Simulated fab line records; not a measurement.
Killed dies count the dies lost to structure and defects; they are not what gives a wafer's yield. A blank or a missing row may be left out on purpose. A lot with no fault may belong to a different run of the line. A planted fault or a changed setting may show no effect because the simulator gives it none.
fab line records | flow berkeleyCmos170 | part 2 of 2: steps 28 to 39 of 39
record lots=5 | wafers=15 | lastDay=11
route steps=331 shown ACTIVE@60 PFIELD@79 FIELD@89 SACOX@97
lots untouched by any fault: they come from a run of this same line in which no faults occurred
startH: hours from the record's opening day to when the first of the lot's shown wafers began | waitH: hours since the lot's step before | " as in the row above | L1.1+2: several wafers, shown together as one row | - either no value or no given start | * or withheld: withheld | < > ~ a bound
route shown NAME@n: a module of which the file shows steps, and the number in the route of the first | usual: average and standard deviation across the fault-free wafers | same: alike in all rows | chamber/n: place in a boat | sites: per-site readings | _std_site: the values' standard deviation | _edge_site: outer sites' mean less inner sites' | radiusMm: how far each site lies from the wafer's centre | mask NAME#n: copy n | behind: the tool/chamber that last shaped the wafer | hold: why the lot was held/for how many hours/how that ended | device: whichever transistor did not switch (one of n, p or np) | end of line: tests of these same wafers at the route's end | a step without rows: its recipe alone | killed: count of dies lost to structure and defects at first sort (not the wafer's yield) | map: dies across one wafer; x = killed, . = not, _ = none there
set.NAME: the run value of the setting; set.NAME@STEP: its run value at that earlier step | model.NAME: the simulator's own value behind a step, which no gauge read
certain route steps with their lots: each step a table, each wafer a row
services: a tool's chamber out of use, with start hour (startH, from the record's first day; less than 0 if before it), hours out, and reason
## steps
# step UCB170_PFIELD_STRIP_08
# recipe chemistry=O2 | powerW=400 | pressureMtorr=3500 | platenTempC=withheld | o2FlowSccm=400 | overashFraction=0.5
# usual drypumpMotorCurrentA=5.9/0.39 | oesProductAu=0.734/0.0043 | stripTimeToEndpointS=21.62/0.063
lot.wafer | tool           | chamber | startH | waitH | drypumpMotorCurrentA | oesProductAu | rfHoursCounterH | stripTimeToEndpointS
L081.1    | plasmaAsher-04 | 1       | 114.21 | 0.1   | 5.7                  | 0.734        | 25              | 21.61
L081.2    | "              | 0       | "      | "     | 5.7                  | 0.727        | 25              | 21.60
L081.6    | "              | 1       | "      | "     | 5.7                  | 0.739        | -               | 21.59
L083.1    | plasmaAsher-03 | 0       | 138.32 | 0.1   | 6.5                  | 0.737        | 45              | 21.41
L083.3    | "              | 0       | "      | "     | 6.4                  | 0.734        | -               | 21.47
L083.6    | "              | 1       | "      | "     | 5.2                  | 0.730        | -               | 21.59
L091.3    | plasmaAsher-01 | 1       | 169.78 | 0.1   | 5.7                  | 0.728        | -               | 21.65
L091.4    | "              | 0       | "      | "     | 6.4                  | 0.734        | -               | 21.71
L091.5    | "              | 1       | "      | "     | 5.6                  | 0.742        | -               | 21.68
L094.1    | plasmaAsher-01 | 1       | 179.65 | 0.1   | 5.6                  | 0.731        | 7               | 21.70
L094.2    | "              | 0       | "      | "     | 6.4                  | 0.735        | 7               | 21.61
L094.6    | "              | 1       | "      | "     | 5.6                  | 0.730        | -               | 21.69
L097.3    | plasmaAsher-01 | 1       | 187.14 | 0.1   | 5.7                  | 0.734        | -               | 21.61
L097.4    | "              | 0       | "      | "     | 6.4                  | 0.727        | -               | 21.61
L097.6    | "              | 0       | "      | "     | 6.4                  | 0.733        | -               | 21.64
# step UCB170_PFIELD_TW_MEAS_09
# usual PFIELD_TW=598/3
lot.wafer | tool         | chamber | startH | waitH | PFIELD_TW
L081.1    | filmMetro-01 | -       | 114.31 | 0.1   | 598
L081.2    | "            | -       | "      | "     | 601
L081.6    | "            | -       | "      | "     | 599
L083.1    | filmMetro-01 | -       | 138.42 | 0.1   | 597
L083.3    | "            | -       | "      | "     | 594
L083.6    | "            | -       | "      | "     | 596
L091.3    | filmMetro-01 | -       | 169.86 | 0.1   | 598
L091.4    | "            | -       | "      | "     | 597
L091.5    | "            | -       | "      | "     | 598
L094.1    | filmMetro-04 | -       | 179.81 | 0.1   | 598
L094.2    | "            | -       | "      | "     | 598
L094.6    | "            | -       | "      | "     | 600
L097.3    | filmMetro-01 | -       | 187.23 | 0.1   | 596
L097.4    | "            | -       | "      | "     | 598
L097.6    | "            | -       | "      | "     | 597
# step UCB170_FIELD_CLEAN_00
# recipe chemistry=dHF | dilution=25:1 | timeS=7.5
lot.wafer  | tool        | chamber | startH | waitH
L081.1+2+6 | wetBench-03 | 2       | 116.87 | 2.5
L083.1+3+6 | wetBench-03 | 1       | 138.48 | 0.1
L091.3+4+5 | wetBench-03 | 3       | 169.90 | 0.0
L094.1+2+6 | wetBench-01 | 0       | 179.97 | 0.2
L097.3+4+6 | wetBench-03 | 1       | 187.30 | 0.1
# step UCB170_FIELD_OXIDATION_01
# recipe tempC=1000 | ambient=H2O | pH2oTorr=584.62 | targetThkA=5583 | oxTimeS=7200
# usual spikeTcSourceC=1027/5
lot.wafer | tool       | chamber | startH | waitH | spikeTcSourceC
L081.1    | furnace-01 | 0       | 119.71 | 2.8   | 1020
L081.2    | "          | 0       | "      | "     | 1021
L081.6    | "          | 0       | "      | "     | 1021
L083.1    | furnace-01 | 0       | 139.66 | 1.2   | 1021
L083.3    | "          | 0       | "      | "     | 1022
L083.6    | "          | 0       | "      | "     | 1020
L091.3    | furnace-04 | 0       | 173.68 | 3.8   | 1032
L091.4    | "          | 0       | "      | "     | 1032
L091.5    | "          | 0       | "      | "     | 1031
L094.1    | furnace-01 | 0       | 182.32 | 2.3   | 1020
L094.2    | "          | 0       | "      | "     | 1021
L094.6    | "          | 0       | "      | "     | 1021
L097.3    | furnace-04 | 0       | 188.96 | 1.7   | 1033
L097.4    | "          | 0       | "      | "     | 1032
L097.6    | "          | 0       | "      | "     | 1033
# step UCB170_FIELD_THK_MEAS_02
# recipe reads=SiO2_of_FIELD_OXIDATION_01
# usual FIELD_OXIDE_THK=557/9.3
lot.wafer | tool         | chamber | startH | waitH | FIELD_OXIDE_THK[nm]
L081.1    | filmMetro-01 | -       | 122.71 | 0.0   | 562
L081.2    | "            | -       | "      | "     | 560
L081.6    | "            | -       | "      | "     | 556
L083.1    | filmMetro-02 | -       | 142.66 | 0.0   | 562
L083.3    | "            | -       | "      | "     | 565
L083.6    | "            | -       | "      | "     | 563
L091.3    | filmMetro-01 | -       | 176.70 | 0.0   | 540
L091.4    | "            | -       | "      | "     | 537
L091.5    | "            | -       | "      | "     | 546
L094.1    | filmMetro-01 | -       | 185.32 | 0.0   | 572
L094.2    | "            | -       | "      | "     | 574
L094.6    | "            | -       | "      | "     | 574
L097.3    | filmMetro-01 | -       | 192.02 | 0.1   | 549
L097.4    | "            | -       | "      | "     | 554
L097.6    | "            | -       | "      | "     | 548
# step UCB170_FIELD_ANNEAL_03
# recipe tempC=1000 | timeS=1200 | ambient=N2
# usual spikeTcSourceC=1021.9/3
lot.wafer | tool       | chamber | startH | waitH | spikeTcSourceC
L081.1    | furnace-01 | 0       | 125.97 | 3.2   | 1021.7
L081.2    | "          | 0       | "      | "     | 1019.7
L081.6    | "          | 0       | "      | "     | 1021.7
L083.1    | furnace-01 | 0       | 144.01 | 1.3   | 1021.3
L083.3    | "          | 0       | "      | "     | 1021.9
L083.6    | "          | 0       | "      | "     | 1020.8
L091.3    | furnace-01 | 0       | 179.32 | 2.6   | 1020.1
L091.4    | "          | 0       | "      | "     | 1018.9
L091.5    | "          | 0       | "      | "     | 1020.7
L094.1    | furnace-01 | 0       | 186.57 | 1.2   | 1020.7
L094.2    | "          | 0       | "      | "     | 1020.7
L094.6    | "          | 0       | "      | "     | 1019.2
L097.3    | furnace-03 | 0       | 194.76 | 2.7   | 1029.4
L097.4    | "          | 0       | "      | "     | 1027.4
L097.6    | "          | 0       | "      | "     | 1026.1
# step UCB170_FIELD_WET_ETCH_04
# recipe chemistry=dHF | dilution=10:1 | target=SiO2 | tempC=25 | timeS=58.02
# usual bathHeatDutyPct=6.4/0.57
lot.wafer | tool        | chamber | startH | waitH | bathHeatDutyPct
L081.1    | wetBench-01 | 2       | 127.30 | 0.0   | 5.1
L081.2    | "           | 2       | "      | "     | 6.1
L081.6    | "           | 2       | "      | "     | 6.4
L083.1    | wetBench-03 | 3       | 145.50 | 0.2   | 6.4
L083.3    | "           | 3       | "      | "     | 6.7
L083.6    | "           | 3       | "      | "     | 6.1
L091.3    | wetBench-01 | 1       | 180.65 | 0.0   | 6.4
L091.4    | "           | 1       | "      | "     | 6.3
L091.5    | "           | 1       | "      | "     | 7.4
L094.1    | wetBench-03 | 1       | 188.02 | 0.1   | 7.0
L094.2    | "           | 1       | "      | "     | 6.6
L094.6    | "           | 1       | "      | "     | 5.6
L097.3    | wetBench-01 | 2       | 196.09 | 0.0   | 5.5
L097.4    | "           | 2       | "      | "     | 6.1
L097.6    | "           | 2       | "      | "     | 6.1
# step UCB170_FIELD_WET_ETCH_05
# recipe chemistry=H3PO4 | target=Si3N4 | tempC=160 | timeS=12600
# usual bathHeatDutyPct=27.6/2.4
lot.wafer | tool        | chamber | startH | waitH | bathHeatDutyPct
L081.1    | wetBench-03 | 1       | 127.33 | 0.0   | 27.4
L081.2    | "           | 1       | "      | "     | 25.4
L081.6    | "           | 1       | "      | "     | 29.6
L083.1    | wetBench-03 | 1       | 145.59 | 0.1   | 29.4
L083.3    | "           | 1       | "      | "     | 29.1
L083.6    | "           | 1       | "      | "     | 28.8
L091.3    | wetBench-03 | 3       | 180.67 | 0.0   | 27.7
L091.4    | "           | 3       | "      | "     | 29.0
L091.5    | "           | 3       | "      | "     | 28.9
L094.1    | wetBench-03 | 2       | 188.40 | 0.4   | 23.3
L094.2    | "           | 2       | "      | "     | 23.4
L094.6    | "           | 2       | "      | "     | 22.9
L097.3    | wetBench-01 | 1       | 196.11 | 0.0   | 26.8
L097.4    | "           | 1       | "      | "     | 28.5
L097.6    | "           | 1       | "      | "     | 29.9
# step UCB170_FIELD_WET_ETCH_06
# recipe chemistry=BOE | dilution=5:1 | target=SiO2 | tempC=25 | timeS=22
# usual bathHeatDutyPct=6.3/0.72
lot.wafer | tool        | chamber | startH | waitH | bathHeatDutyPct
L081.1    | wetBench-03 | 2       | 130.84 | 0.0   | 5.5
L081.2    | "           | 2       | "      | "     | 5.9
L081.6    | "           | 2       | "      | "     | 5.2
L083.1    | wetBench-04 | 1       | 149.10 | 0.0   | 6.8
L083.3    | "           | 1       | "      | "     | 7.1
L083.6    | "           | 1       | "      | "     | 7.4
L091.3    | wetBench-01 | 3       | 184.18 | 0.0   | 6.5
L091.4    | "           | 3       | "      | "     | 5.6
L091.5    | "           | 3       | "      | "     | 5.7
L094.1    | wetBench-03 | 2       | 191.93 | 0.0   | 5.6
L094.2    | "           | 2       | "      | "     | 5.6
L094.6    | "           | 2       | "      | "     | 5.6
L097.3    | wetBench-03 | 1       | 199.62 | 0.0   | 7.3
L097.4    | "           | 1       | "      | "     | 6.7
L097.6    | "           | 1       | "      | "     | 6.2
# step UCB170_FIELD_THK_MEAS_90
# recipe reads=SiO2_of_FIELD_OXIDATION_01
# usual FIELD_OXIDE_LEFT_1_THK=441/9.4
lot.wafer | tool         | chamber | startH | waitH | FIELD_OXIDE_LEFT_1_THK[nm]
L081.1    | filmMetro-02 | -       | 130.85 | 0.0   | 446
L081.2    | "            | -       | "      | "     | 445
L081.6    | "            | -       | "      | "     | 440
L083.1    | filmMetro-01 | -       | 149.12 | 0.0   | 450
L083.3    | "            | -       | "      | "     | 453
L083.6    | "            | -       | "      | "     | 451
L091.3    | filmMetro-03 | -       | 184.22 | 0.0   | 425
L091.4    | "            | -       | "      | "     | 421
L091.5    | "            | -       | "      | "     | 431
L094.1    | filmMetro-02 | -       | 191.94 | 0.0   | 456
L094.2    | "            | -       | "      | "     | 458
L094.6    | "            | -       | "      | "     | 458
L097.3    | filmMetro-02 | -       | 199.66 | 0.0   | 432
L097.4    | "            | -       | "      | "     | 437
L097.6    | "            | -       | "      | "     | 431
# step UCB170_SACOX_CLEAN_00
# recipe chemistry=dHF | dilution=25:1 | timeS=7.5
lot.wafer  | tool        | chamber | startH | waitH
L081.1+2+6 | wetBench-03 | 1       | 130.91 | 0.1
L083.1+3+6 | wetBench-01 | 3       | 149.18 | 0.1
L091.3+4+5 | wetBench-02 | 1       | 184.26 | 0.0
L094.1+2+6 | wetBench-01 | 0       | 192.00 | 0.1
L097.3+4+6 | wetBench-01 | 1       | 199.70 | 0.0
# step UCB170_SACOX_OXIDATION_01
# recipe tempC=900 | ambient=O2 | targetThkA=144 | oxTimeS=2400
# usual spikeTcSourceC=925/4.5
lot.wafer | tool       | chamber | startH | waitH | spikeTcSourceC
L081.1    | furnace-01 | 0       | 131.99 | 1.1   | 919
L081.2    | "          | 0       | "      | "     | 918
L081.6    | "          | 0       | "      | "     | 920
L083.1    | furnace-01 | 0       | 151.08 | 1.9   | 920
L083.3    | "          | 0       | "      | "     | 918
L083.6    | "          | 0       | "      | "     | 919
L091.3    | furnace-04 | 0       | 186.05 | 1.8   | 931
L091.4    | "          | 0       | "      | "     | 931
L091.5    | "          | 0       | "      | "     | 931
L094.1    | furnace-04 | 0       | 194.71 | 2.7   | 929
L094.2    | "          | 0       | "      | "     | 932
L094.6    | "          | 0       | "      | "     | 931
L097.3    | furnace-02 | 0       | 202.60 | 2.9   | 926
L097.4    | "          | 0       | "      | "     | 926
L097.6    | "          | 0       | "      | "     | 926
## services
tool           | chamber | startH | hours | kind
krfScanner-02  | -       | 82.52  | 0.9   | repair
rieDiel-03     | 2       | 83.56  | 1.8   | repair
plasmaAsher-03 | -       | 84.24  | 9.9   | repair
rieDiel-03     | -       | 88.25  | 0.6   | repair
plasmaAsher-03 | -       | 100.65 | 0.7   | repair
krfScanner-01  | -       | 104.62 | 1.0   | pm
krfScanner-02  | -       | 107.01 | 0.8   | pm
furnace-02     | -       | 107.69 | 2.4   | pm
plasmaAsher-01 | -       | 108.75 | 9.0   | pm
furnace-04     | -       | 112.40 | 3.1   | pm
implanter-04   | -       | 113.19 | 8.4   | pm
krfScanner-02  | -       | 130.33 | 4.4   | pm
krfScanner-02  | -       | 134.71 | 1.3   | pm
rieDiel-03     | -       | 137.31 | 2.6   | repair
krfScanner-01  | -       | 137.67 | 1.3   | pm
krfScanner-02  | -       | 155.60 | 3.7   | repair
furnace-01     | -       | 158.25 | 2.6   | pm
rieDiel-04     | 3       | 159.00 | 13.3  | repair
krfScanner-01  | -       | 177.17 | 4.0   | pm
krfScanner-02  | -       | 187.37 | 1.0   | pm
krfScanner-01  | -       | 189.54 | 0.8   | pm
furnace-03     | -       | 190.84 | 3.9   | pm
krfScanner-01  | -       | 193.03 | 4.4   | pm
krfScanner-02  | -       | 197.40 | 4.0   | pm
